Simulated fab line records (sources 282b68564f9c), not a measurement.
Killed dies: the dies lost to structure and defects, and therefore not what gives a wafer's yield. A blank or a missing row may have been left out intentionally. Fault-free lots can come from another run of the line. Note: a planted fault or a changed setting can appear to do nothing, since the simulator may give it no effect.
Comparing a struck lot with a sound one | flow ritCmos | 17 steps out of a route of 202
Sound: the wafers L683.1, L683.3, L683.6. Struck: wafers L694.1, L694.2, L694.3. Last of all comes the cause.
Order at every step that has rows: each side's tool, ch and its chambers, its first start. Under that, the readings that differ: sound wafers | struck wafers | difference of the means | sigmas: that difference in standard deviations of wafers without a fault.
alike: readings with means less than 2 such deviations apart, plus words and numbers identical on both sides. not compared: withheld readings, readings lacking a value on some wafer, bounds such as >300 that could conceal the same value, and numbers that have no deviation in the record and whose values overlap.
A row with sigmas, a row that says differs or no value, or rows on one side alone: a step with any of these is where the two part. Numbers that don't overlap but have no deviation are shown without sigmas and don't part them. Lack of a reading on every wafer of one side parts them only where that side has two or more wafers.

RIT_PWELL_TW_MEAS_10:
  sound on filmMetro-03, day 1 22:33; struck on filmMetro-03, day 4 07:22
  alike: PWELL_TW
then, 1 step without rows for these wafers: RIT_WELLDRIVE_ANNEAL_00 (time 14700 s).
RIT_WELLDRIVE_RS_MEAS_01: a four-point-probe measurement.
  sound on filmMetro-01, day 2 03:42; struck on filmMetro-04, day 4 12:47
  alike: NWELL_RS
RIT_WELLDRIVE_RS_MEAS_02: a four-point-probe measurement.
  sound on filmMetro-01, day 2 03:49; struck on filmMetro-04, day 4 12:54
  alike: PWELL_RS
then, 6 steps without rows for these wafers: RIT_NRETRO_HMDS_00 (prime time 60 s); RIT_NRETRO_COAT_01 (resist thk 1300 nm); RIT_NRETRO_SOFTBAKE_02 (time 60 s); RIT_NRETRO_EXPOSE_03 (exposes mask M4, target cd 43900 nm); RIT_NRETRO_PEB_04; RIT_NRETRO_DEVELOP_05 (develop time 68 s).
RIT_NRETRO_OVL_MEAS_06:
  sound on overlay-01, day 2 05:05; struck on overlay-02, day 4 13:54
  alike: NRETRO_OVL
then, 1 step without rows for these wafers: RIT_NRETRO_HARDBAKE_07 (time 120 s).
RIT_NRETRO_IMPLANT_08:
  sound on implanter-01 ch 0, day 2 05:22; struck on implanter-02 ch 0, day 4 14:11
reading          | sound                      | struck                 | difference  | sigmas
doseIonsCm2      | 1e+13 1.0003e+13 1.001e+13 | 1.0002e+14 1e+14 1e+14 | +9.0002e+13 | +99 or more
faradayCurrentUA | 31.6 32.3 31.8             | 312.6 321.0 335.6      | +291.2      | +99 or more
  alike: tiltDeg
RIT_NRETRO_STRIP_09: strips in O2, time 180 s.
  sound on plasmaAsher-03 ch 0,1, day 2 05:31; struck on plasmaAsher-01 ch 0,1, day 4 14:20
  alike: drypumpMotorCurrentA
  not compared: rfHoursCounterH
RIT_NRETRO_TW_MEAS_10:
  sound on filmMetro-02, day 2 05:41; struck on filmMetro-01, day 4 14:31
reading   | sound          | struck         | difference | sigmas
NRETRO_TW | 1048 1053 1050 | 2213 2223 2213 | +1166      | +99 or more
then, 2 steps without rows for these wafers: RIT_PRETRO_HMDS_00 (prime time 60 s); RIT_M1_PROBE_99.

WHERE THEY PART
At RIT_NRETRO_IMPLANT_08 first; at RIT_NRETRO_TW_MEAS_10 last (within this record only).

WHY: what the simulator had put in
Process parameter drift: implanter-02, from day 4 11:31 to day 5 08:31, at RIT_NRETRO_IMPLANT_08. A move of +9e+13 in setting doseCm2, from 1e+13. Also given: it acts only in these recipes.
